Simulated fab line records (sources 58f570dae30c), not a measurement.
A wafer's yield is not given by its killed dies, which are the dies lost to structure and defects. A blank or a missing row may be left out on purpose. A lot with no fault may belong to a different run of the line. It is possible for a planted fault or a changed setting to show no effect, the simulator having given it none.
Comparing a struck lot with a sound one / flow berkeley_cmos170 / 28 steps out of a route of 331
Sound: these wafers, L561.1, L561.4, L561.6. Struck: wafer L578.2 (L578.4, L578.5, from the same lot, were not struck and are left out); the cause is given at the end.
Order at every step that has rows: each side's tool, ch and its chambers, its first start. Under that, the readings that differ: sound wafers / struck wafers / difference of the means / sigmas: that difference in standard deviations of wafers without a fault.
alike: words and numbers the same on both sides, and readings whose means are apart by under 2 such deviations; not compared: readings that were withheld, readings missing a value for some wafer, numbers with overlapping values and no deviation given by the record, and bounds like >300 which may hide the same value.
Wherever a step has rows on one side only, a row that says differs or no value, or a row with sigmas, the two part there. Non-overlapping numbers with no deviation appear without sigmas and do not part them. A reading that every wafer of one side lacks parts them only if that side has two wafers or more.

UCB170_ACTIVE_THK_MEAS_03:
  sound on film_metro-04, day 4 21:53; struck on film_metro-04, day 8 13:14
  alike: ACTIVE_OXIDE_THK
then, 2 steps without rows for these wafers: UCB170_ACTIVE_ANNEAL_04 (time 900 s); UCB170_ACTIVE_CVD_05 (deposits Si3N4 from SiH2Cl2/NH3, target thk 220 nm, time 3300 s).
UCB170_ACTIVE_THK_MEAS_06:
  sound on film_metro-01, day 5 04:59; struck on film_metro-01, day 8 19:52
reading=ACTIVE_NITRIDE_THK (nm); sound=221.8 221.7 221.3; struck=217.5; difference=-4.1; sigmas=-2
then, 4 steps without rows for these wafers: UCB170_ACTIVE_HMDS_07 (prime time 60 s); UCB170_ACTIVE_COAT_08 (resist thk 900 nm); UCB170_ACTIVE_SOFTBAKE_09 (time 60 s); UCB170_ACTIVE_EXPOSE_10 (exposes mask ACTIVE, target cd 1200 nm).
UCB170_ACTIVE_PEB_11:
  sound on litho_track-04 ch 0, day 5 05:51; struck on litho_track-04 ch 0, day 8 21:23
  alike: plate_sensor_t_centre_C, plate_sensor_t_edge_C
then, 1 step without rows for these wafers: UCB170_ACTIVE_DEVELOP_12 (develop time 45 s).
UCB170_ACTIVE_CD_MEAS_13: the cd target is 1200 nm.
  sound on cd_sem-01, day 5 06:07; struck on cd_sem-01, day 8 21:39
  alike: cd_nm
UCB170_ACTIVE_OVL_MEAS_14:
  sound on overlay-02, day 5 06:14; struck on overlay-01, day 8 21:46
  alike: ACTIVE_OVL
UCB170_ACTIVE_ETCH_15: etches Si3N4 in CH3F/Ar/O2, stops on SiO2, target depth 242 nm, time 151 s.
  sound on rie_diel-01 ch 0,2,3, day 5 06:17; struck on rie_diel-01 ch 1, day 8 21:47
reading=model.KrF_of_ACTIVE_COAT_08.thk_nm (nm); sound=727.2 719.7 723.1; struck=639.4; difference=-83.9; sigmas=
reading=model.SiO2_of_ACTIVE_OXIDATION_02.thk_nm (nm); sound=23.1 22.12 22.9; struck=0.3215; difference=-22.3852; sigmas=
  alike: O2_flow_sccm, drypump_motor_current_A, oes_product_au, throttle_valve_pct
  not compared: rf_hours_counter_h
UCB170_ACTIVE_STRIP_16: strips in O2.
  sound on plasma_asher-02 ch 0,1, day 5 06:23; struck on plasma_asher-04 ch 1, day 8 21:53
reading=strip_time_to_endpoint_s (s); sound=18.16 17.96 18.06; struck=16.04; difference=-2.02; sigmas=-28
  alike: drypump_motor_current_A, oes_product_au
  not compared: rf_hours_counter_h
UCB170_ACTIVE_CD_MEAS_90: the cd target is 1200 nm.
  sound on cd_sem-01, day 5 06:29; struck on cd_sem-01, day 8 22:01
  alike: cd_nm
then, 7 steps without rows for these wafers: UCB170_ACTIVE_CLEAN_17 (cleans in SPM, time 600 s); UCB170_PFIELD_HMDS_00 (prime time 60 s); UCB170_PFIELD_COAT_01 (resist thk 900 nm); UCB170_PFIELD_SOFTBAKE_02 (time 60 s); UCB170_PFIELD_EXPOSE_03 (exposes mask PFIELD, target cd 1500 nm); UCB170_PFIELD_PEB_04; UCB170_PFIELD_DEVELOP_05 (develop time 45 s).
UCB170_PFIELD_OVL_MEAS_06:
  sound on overlay-01, day 5 08:02; struck on overlay-02, day 9 00:38
  alike: PFIELD_OVL
then, 1 step without rows for these wafers: UCB170_PFIELD_IMPLANT_07.
UCB170_PFIELD_STRIP_08: strips in O2.
  sound on plasma_asher-03 ch 1, day 5 08:13; struck on plasma_asher-04 ch 1, day 9 00:49
  alike: drypump_motor_current_A, oes_product_au, strip_time_to_endpoint_s
  not compared: rf_hours_counter_h
UCB170_PFIELD_TW_MEAS_09:
  sound on film_metro-03, day 5 08:19; struck on film_metro-01, day 9 00:56
  alike: PFIELD_TW
UCB170_FIELD_CLEAN_00: cleans in dHF, time 7.5 s.
  sound on wet_bench-01 ch 3, day 5 08:23; struck on wet_bench-03 ch 0, day 9 00:59
reading=model.SiO2_of_ACTIVE_OXIDATION_02.thk_nm (nm); sound=21.63 20.64 21.43; struck=0.1505; difference=-21.0828; sigmas=
then, 1 step without rows for these wafers: UCB170_FIELD_OXIDATION_01 (target thk 558.3 nm, ox time 7200 s).

WHERE THEY PART
Last at UCB170_ACTIVE_STRIP_16 as far as this record goes, first at UCB170_ACTIVE_THK_MEAS_06. Later steps at which nothing parts them and some readings are alike: UCB170_ACTIVE_CD_MEAS_90, UCB170_PFIELD_OVL_MEAS_06, UCB170_PFIELD_STRIP_08, UCB170_PFIELD_TW_MEAS_09.

WHY: what the simulator had put in
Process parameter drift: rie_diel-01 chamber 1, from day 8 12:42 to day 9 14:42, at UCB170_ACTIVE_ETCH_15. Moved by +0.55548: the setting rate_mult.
